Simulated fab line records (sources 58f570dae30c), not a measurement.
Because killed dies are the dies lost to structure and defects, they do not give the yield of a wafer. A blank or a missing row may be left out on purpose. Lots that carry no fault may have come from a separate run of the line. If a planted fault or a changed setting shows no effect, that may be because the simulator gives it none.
fab line records    flow berkeley_cmos170    part 2 of 2: steps 33 to 45 of 45
record: lots: 5  wafers: 15  last_day: 11
route steps=331 shown GATE@136 PLDD@145 NLDD@158 SPACER@171 PSD@175
lots that met no fault: taken from a fault-free run of the same line
start_h: start of the lot's first displayed wafer, in hours after the record's first day    wait_h: how many hours have passed since the lot's step before this one    " unchanged from the row above    L1.1+2: a single row standing in for several wafers    - no value present, or no start provided    * or withheld: withheld    < > ~ a bound
route shown NAME@n: names a module that has steps shown in the file, with the first one's number in the route    usual: mean and standard deviation over wafers with no fault    same: alike in all rows    chamber/n: place in a boat    sites: the reading at each site    _std_site: standard deviation across them    _edge_site: the outer-site mean with the inner-site mean subtracted    radius_mm: for every site, how far away it sits from the centre of the wafer    mask NAME#n: copy n    behind: the most recent tool/chamber to have shaped the wafer    hold: what put the lot on hold/how long, in hours/how the hold closed    device: whichever transistor did not switch (one of n, p or np)    end of line: at the end of the route, the tests of the same wafers    where a step has no rows: the recipe by itself    killed: count of dies lost to structure and defects at first sort (not the wafer's yield)    map: a wafer's dies, x killed, . not, _ none there
set.NAME: setting as actually run; set.NAME@STEP: the setting as run at that earlier step    model.NAME: the simulator's own value behind a step, which no gauge read
a table for each step, a row for each wafer; lots at some steps of the route
services: from which hour (start_h, from the record's first day; less than 0 if before it) a tool's chamber was out of use, for how many hours, and why
== steps ==
step: UCB170_NLDD_STRIP_10
recipe: chemistry: O2  power_w: 400  pressure_mtorr: 3500  platen_temp_c: withheld  o2_flow_sccm: 400  overash_fraction: 0.5
usual: drypump_motor_current_A: 5.8/0.5  oes_product_au: 0.735/0.0043  strip_time_to_endpoint_s: 21.61/0.055
lot.wafer  tool             chamber  start_h  wait_h  drypump_motor_current_A  oes_product_au  rf_hours_counter_h  strip_time_to_endpoint_s
L074.1     plasma_asher-01  1        151.31   0.1     5.5                      0.737           37                  21.67
L074.2     "                0        "        "       6.3                      0.730           37                  21.58
L074.3     "                0        "        "       6.3                      0.736           -                   21.71
L078.2     plasma_asher-03  0        174.36   0.1     6.4                      0.731           7                   21.66
L078.3     "                0        "        "       6.4                      0.741           -                   21.56
L078.5     "                1        "        "       5.6                      0.736           -                   21.57
L077.1     plasma_asher-01  0        174.50   0.1     6.2                      0.732           41                  21.59
L077.3     "                1        "        "       5.5                      0.730           -                   21.60
L077.6     "                1        "        "       5.5                      0.729           -                   21.64
L079.1     plasma_asher-03  1        190.91   0.1     5.6                      0.741           9                   21.48
L079.3     "                0        "        "       6.4                      0.731           -                   21.51
L079.4     "                1        "        "       5.6                      0.737           -                   21.56
L086.2     plasma_asher-03  0        229.79   0.1     6.4                      0.731           12                  21.78
L086.4     "                1        "        "       5.7                      0.747           -                   21.66
L086.5     "                0        "        "       6.5                      0.737           -                   21.74
step: UCB170_NLDD_TW_MEAS_11
usual: NLDD_TW: 2211/22
lot.wafer  tool           chamber  start_h  wait_h  NLDD_TW
L074.1     film_metro-02  -        151.41   0.1     2186
L074.2     "              -        "        "       2186
L074.3     "              -        "        "       2175
L078.2     film_metro-01  -        174.47   0.1     2226
L078.3     "              -        "        "       2217
L078.5     "              -        "        "       2224
L077.1     film_metro-04  -        174.60   0.1     2186
L077.3     "              -        "        "       2197
L077.6     "              -        "        "       2195
L079.1     film_metro-01  -        191.01   0.1     2218
L079.3     "              -        "        "       2213
L079.4     "              -        "        "       2216
L086.2     film_metro-02  -        229.90   0.1     2184
L086.4     "              -        "        "       2188
L086.5     "              -        "        "       2183
step: UCB170_NLDD_CLEAN_12
recipe: chemistry: SPM  temp_c: 120  time_s: 600
lot.wafer   tool          chamber  start_h  wait_h
L074.1+2+3  wet_bench-03  2        151.47   0.1
L078.2+3+5  wet_bench-03  1        174.52   0.0
L077.1+3+6  wet_bench-01  0        174.75   0.1
L079.1+3+4  wet_bench-03  0        191.07   0.1
L086.2+4+5  wet_bench-03  1        229.95   0.0
step: UCB170_SPACER_CVD_00
recipe: material: SiO2  target_thk_nm: 376  temp_c: 390  precursor: TEOS/O2  time_s: 47  rf_w: 550  pressure_mtorr: 9000
usual: heater_power_w: 279/73
lot.wafer  tool      chamber  start_h  wait_h  heater_power_w
L074.1     pecvd-04  1        151.65   0.0     217
L074.2     "         2        "        "       280
L074.3     "         0        "        "       238
L078.2     pecvd-01  1        174.69   0.0     205
L078.3     "         0        "        "       258
L078.5     "         0        "        "       173
L077.1     pecvd-04  1        174.93   0.0     212
L077.3     "         2        "        "       294
L077.6     "         1        "        "       139
L079.1     pecvd-04  2        191.26   0.0     368
L079.3     "         1        "        "       166
L079.4     "         0        "        "       283
L086.2     pecvd-01  2        230.12   0.0     349
L086.4     "         0        "        "       254
L086.5     "         2        "        "       361
step: UCB170_SPACER_THK_MEAS_01
recipe: reads: SiO2_of_SPACER_CVD_00
usual: SPACER_TEOS_THK: 375/5.1
lot.wafer  tool           chamber  start_h  wait_h  SPACER_TEOS_THK[nm]
L074.1     film_metro-03  -        151.69   0.0     366
L074.2     "              -        "        "       370
L074.3     "              -        "        "       370
L078.2     film_metro-04  -        174.75   0.0     376
L078.3     "              -        "        "       372
L078.5     "              -        "        "       381
L077.1     film_metro-03  -        174.97   0.0     362
L077.3     "              -        "        "       366
L077.6     "              -        "        "       371
L079.1     film_metro-02  -        191.30   0.0     368
L079.3     "              -        "        "       362
L079.4     "              -        "        "       375
L086.2     film_metro-02  -        230.18   0.0     370
L086.4     "              -        "        "       379
L086.5     "              -        "        "       377
step: UCB170_SPACER_ANNEAL_02
recipe: temp_c: 900  time_s: 1800  ambient: N2
lot.wafer   tool        chamber  start_h  wait_h
L074.1+2+3  furnace-02  0        157.08   5.4
L077.1+3+6  furnace-02  0        182.97   8.0
L078.2+3+5  furnace-02  0        182.97   8.2
L079.1+3+4  furnace-02  0        198.49   7.2
L086.2+4+5  furnace-04  0        237.26   7.1
step: UCB170_SPACER_ETCHBACK_03
recipe: stop_on: Si  target: SiO2  chemistry: CHF3/CF4/Ar  CHF3_flow_sccm: 50  cf4_flow_sccm: 10  Ar_flow_sccm: 120  pressure_mtorr: 200  rf_w: 500  target_depth_a: 3760  time_s: 100
usual: drypump_motor_current_A: 5.72/0.3  oes_product_au: 0.899/0.014  throttle_valve_pct: 6.49/0.1
lot.wafer  tool         chamber  start_h  wait_h  drypump_motor_current_A  oes_product_au  rf_hours_counter_h  throttle_valve_pct
L074.1     rie_diel-01  1        158.58   0.0     6.05                     0.873           3                   6.53
L074.2     "            2        "        "       5.37                     0.890           5                   6.47
L074.3     "            3        "        "       5.74                     0.892           149                 6.37
L077.1     rie_diel-02  0        184.47   0.0     5.56                     0.877           83                  6.45
L077.3     "            1        "        "       6.38                     0.871           85                  6.46
L077.6     "            3        "        "       5.73                     0.885           -                   6.40
L078.2     rie_diel-03  3        184.47   0.0     5.26                     0.905           116                 6.65
L078.3     "            0        "        "       5.59                     0.915           34                  6.38
L078.5     "            2        "        "       5.62                     0.923           -                   6.36
L079.1     rie_diel-02  3        199.99   0.0     5.72                     0.886           15                  6.38
L079.3     "            2        "        "       5.95                     0.877           4                   6.57
L079.4     "            1        "        "       6.34                     0.893           85                  6.47
L086.2     rie_diel-01  1        238.76   0.0     6.03                     0.876           7                   6.52
L086.4     "            0        "        "       5.60                     0.905           4                   6.61
L086.5     "            2        "        "       5.36                     0.897           -                   6.45
step: UCB170_PSD_HMDS_00
recipe: prime_time_s: 60  prime_temp_c: 100
lot.wafer   tool            chamber  start_h  wait_h
L074.1+2+3  litho_track-04  0        159.46   0.8
L077.1+3+6  litho_track-04  0        184.88   0.4
L078.2+3+5  litho_track-02  0        185.06   0.6
L079.1+3+4  litho_track-02  0        200.06   0.0
L086.2+4+5  litho_track-01  0        238.85   0.1
step: UCB170_PSD_COAT_01
recipe: resist: KrF  spin_rpm: 1500  resist_thk_nm: 900
lot.wafer   tool            chamber  start_h  wait_h
L074.1+2+3  litho_track-04  0        159.61   0.1
L077.1+3+6  litho_track-04  0        185.03   0.1
L078.2+3+5  litho_track-02  0        185.21   0.1
L079.1+3+4  litho_track-02  0        200.21   0.1
L086.2+4+5  litho_track-01  0        239.00   0.1
step: UCB170_PSD_SOFTBAKE_02
recipe: resist: KrF  temp_c: 130  time_s: 60
lot.wafer   tool            chamber  start_h  wait_h
L074.1+2+3  litho_track-04  0        159.76   0.1
L077.1+3+6  litho_track-04  0        185.18   0.1
L078.2+3+5  litho_track-02  0        185.36   0.1
L079.1+3+4  litho_track-02  0        200.36   0.1
L086.2+4+5  litho_track-01  0        239.15   0.1
step: UCB170_PSD_EXPOSE_03
recipe: mask_id: PSELECT_MOD  na: 0.5  sigma_outer: 0.6  source_shape: conventional  target_cd_nm: 1200  dose_mj: 30
same: na: 0.5
lot.wafer   tool            chamber  start_h  wait_h  mask
L074.1+2+3  krf_scanner-01  0        159.91   0.1     PSELECT_MOD#0
L077.1+3+6  krf_scanner-02  0        185.33   0.1     PSELECT_MOD#0
L078.2+3+5  krf_scanner-01  0        185.63   0.2     PSELECT_MOD#0
L079.1+3+4  krf_scanner-02  0        200.87   0.5     PSELECT_MOD#0
L086.2+4+5  krf_scanner-02  0        239.30   0.1     PSELECT_MOD#0
step: UCB170_PSD_PEB_04
recipe: peb_temp_c: 130  peb_time_s: withheld  resist: KrF
lot.wafer   tool            chamber  start_h  wait_h
L074.1+2+3  litho_track-04  0        160.74   0.8
L077.1+3+6  litho_track-04  0        185.61   0.3
L078.2+3+5  litho_track-02  0        185.79   0.1
L079.1+3+4  litho_track-02  0        200.98   0.1
L086.2+4+5  litho_track-02  0        239.42   0.1
step: UCB170_PSD_DEVELOP_05
recipe: developer: TMAH  develop_time_s: 45  resist: KrF  dev_temp_c: 21
lot.wafer   tool            chamber  start_h  wait_h
L074.1+2+3  litho_track-04  0        -        -
L077.1+3+6  litho_track-04  0        -        -
L078.2+3+5  litho_track-02  0        -        -
L079.1+3+4  litho_track-02  0        -        -
L086.2+4+5  litho_track-02  0        -        -
== services ==
tool             chamber  start_h  hours  kind
rie_diel-03      2        129.35   3.7    repair
rie_si-02        -        130.20   1.3    repair
wet_bench-02     -        130.39   1.1    repair
implanter-01     -        132.04   29.9   pm
pecvd-04         -        135.50   14.0   pm
rie_diel-01      3        137.03   3.2    repair
rie_diel-03      3        151.50   6.1    repair
krf_scanner-02   -        163.75   1.0    pm
furnace-02       -        164.34   4.0    pm
rie_diel-03      0        166.88   1.8    repair
implanter-02     -        167.90   3.2    repair
rie_si-01        2        169.22   2.3    repair
plasma_asher-03  -        192.11   1.7    repair
krf_scanner-01   -        197.45   1.3    pm
implanter-02     -        206.72   15.5   pm
furnace-02       -        207.74   4.1    pm
furnace-02       -        227.20   9.5    pm
plasma_asher-01  -        227.22   11.5   repair
rie_diel-03      -        229.82   0.4    repair
krf_scanner-01   -        232.98   0.8    pm
implanter-04     -        234.13   15.5   repair
krf_scanner-02   -        235.56   1.3    pm
rie_diel-02      0        237.11   4.2    repair
rie_diel-02      1        237.38   7.9    repair
